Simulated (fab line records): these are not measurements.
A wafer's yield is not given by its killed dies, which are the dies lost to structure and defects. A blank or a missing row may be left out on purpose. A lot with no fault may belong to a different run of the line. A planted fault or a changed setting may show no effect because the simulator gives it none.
Which tool did it? || flow rit_cmos || Sampling: 14 lots, 42 wafers, 2 of 202 route steps

== WHAT THE GAUGES READ, wafer by wafer ==
The record lacks any reading of a measuring or inspecting step that a usual standard deviation could be used to judge.

== EACH LOT AND THE TOOL THAT RAN IT (in order: tool; ch and the chambers of the sampled wafers; start) ==
{"lot": "L131", "RIT_CONTACT_CVD_00": "pecvd-02 ch 1,2, day 3 11:34", "RIT_M1_PROBE_99": "-"}
{"lot": "L132", "RIT_CONTACT_CVD_00": "pecvd-03 ch 0,2, day 3 14:12", "RIT_M1_PROBE_99": "-"}
{"lot": "L133", "RIT_CONTACT_CVD_00": "pecvd-01 ch 0,1, day 3 21:47", "RIT_M1_PROBE_99": "-"}
{"lot": "L134", "RIT_CONTACT_CVD_00": "pecvd-02 ch 1,2, day 4 03:22", "RIT_M1_PROBE_99": "-"}
{"lot": "L135", "RIT_CONTACT_CVD_00": "pecvd-03 ch 1,2, day 4 08:49", "RIT_M1_PROBE_99": "-"}
{"lot": "L138", "RIT_CONTACT_CVD_00": "pecvd-03 ch 0,1,2, day 5 02:45", "RIT_M1_PROBE_99": "-"}
{"lot": "L140", "RIT_CONTACT_CVD_00": "pecvd-02 ch 0,1, day 5 12:11", "RIT_M1_PROBE_99": "-"}
{"lot": "L142", "RIT_CONTACT_CVD_00": "pecvd-01 ch 0,1,2, day 6 05:17", "RIT_M1_PROBE_99": "-"}
{"lot": "L143", "RIT_CONTACT_CVD_00": "pecvd-02 ch 0,2, day 6 06:29", "RIT_M1_PROBE_99": "prober-01, day 6 13:16"}
{"lot": "L147", "RIT_CONTACT_CVD_00": "pecvd-02 ch 0,1, day 6 21:06", "RIT_M1_PROBE_99": "prober-02, day 7 03:29"}
{"lot": "L146", "RIT_CONTACT_CVD_00": "pecvd-03 ch 0,2, day 6 23:02", "RIT_M1_PROBE_99": "prober-01, day 7 05:47"}
{"lot": "L149", "RIT_CONTACT_CVD_00": "pecvd-02 ch 0,1, day 7 07:38", "RIT_M1_PROBE_99": "prober-01, day 7 14:11"}
{"lot": "L151", "RIT_CONTACT_CVD_00": "pecvd-01 ch 0,2, day 7 13:41", "RIT_M1_PROBE_99": "-"}
{"lot": "L153", "RIT_CONTACT_CVD_00": "pecvd-03 ch 0,1,2, day 7 23:49", "RIT_M1_PROBE_99": "-"}
- RIT_CONTACT_CVD_00: deposits SiO2 from TEOS, target thk 400 nm, time 61 s.
- RIT_M1_PROBE_99

== AS READ BY THE TOOLS THEMSELVES (means over the sampled wafers that have a number; for cases with no such wafer, the mark the record gives instead) ==
RIT_CONTACT_CVD_00.
{"lot": "L131", "tool": "pecvd-02", "heater_power_w (W)": 357}
{"lot": "L132", "tool": "pecvd-03", "heater_power_w (W)": 306}
{"lot": "L133", "tool": "pecvd-01", "heater_power_w (W)": 299}
{"lot": "L134", "tool": "pecvd-02", "heater_power_w (W)": 310}
{"lot": "L135", "tool": "pecvd-03", "heater_power_w (W)": 330}
{"lot": "L138", "tool": "pecvd-03", "heater_power_w (W)": 340}
{"lot": "L140", "tool": "pecvd-02", "heater_power_w (W)": 318}
{"lot": "L142", "tool": "pecvd-01", "heater_power_w (W)": 340}
{"lot": "L143", "tool": "pecvd-02", "heater_power_w (W)": 347}
{"lot": "L147", "tool": "pecvd-02", "heater_power_w (W)": 313}
{"lot": "L146", "tool": "pecvd-03", "heater_power_w (W)": 296}
{"lot": "L149", "tool": "pecvd-02", "heater_power_w (W)": 329}
{"lot": "L151", "tool": "pecvd-01", "heater_power_w (W)": 327}
{"lot": "L153", "tool": "pecvd-03", "heater_power_w (W)": 319}

RIT_M1_PROBE_99.
{"lot": "L143", "tool": "prober-01", "killed_at_M0_to_M3": 0.0, "killed_at_contacts": 0.0, "killed_at_front_end": 7, "killed_dies": 7, "killed_on_rim": 1.7, "killed_open": 2.0, "killed_short": 5.3}
{"lot": "L147", "tool": "prober-02", "killed_at_M0_to_M3": 0.0, "killed_at_contacts": 18.3, "killed_at_front_end": 6, "killed_dies": 24, "killed_on_rim": 7.3, "killed_open": 2.0, "killed_short": 4.0}
{"lot": "L146", "tool": "prober-01", "killed_at_M0_to_M3": 0.0, "killed_at_contacts": 0.3, "killed_at_front_end": 5, "killed_dies": 6, "killed_on_rim": 2.3, "killed_open": 1.7, "killed_short": 4.0}
{"lot": "L149", "tool": "prober-01", "killed_at_M0_to_M3": 0.0, "killed_at_contacts": 8.7, "killed_at_front_end": 7, "killed_dies": 16, "killed_on_rim": 4.0, "killed_open": 3.7, "killed_short": 3.3}

== THE ANSWER, worked out from the rows above alone ==
Rule: usual is defined by the lots themselves. Put in order of their means at a reading, lots are off if they are a third of the lots or fewer, leave a main group of 4 or more, and stand apart from it by a gap of 3 or more times the standard deviation of the main group's means; of several such gaps the widest counts. A main group is skipped when, at the precision printed for the reading in the tables above, its means are all equal. A lot without any number at a reading at which 4 lots or more have one is off too. Where the step has rows for the other lots, those lots are counted as sound. First the gauges in route order, then the tools' own readings, where a lot's mean is used as printed above. At the first step where some lot is off, the reading lying furthest off is the one used; lots without a number count as furthest.
Across all readings shown, no lot is off: no conclusion can be drawn from this.

== WHAT HAD BEEN PUT IN BY THE SIMULATOR ==
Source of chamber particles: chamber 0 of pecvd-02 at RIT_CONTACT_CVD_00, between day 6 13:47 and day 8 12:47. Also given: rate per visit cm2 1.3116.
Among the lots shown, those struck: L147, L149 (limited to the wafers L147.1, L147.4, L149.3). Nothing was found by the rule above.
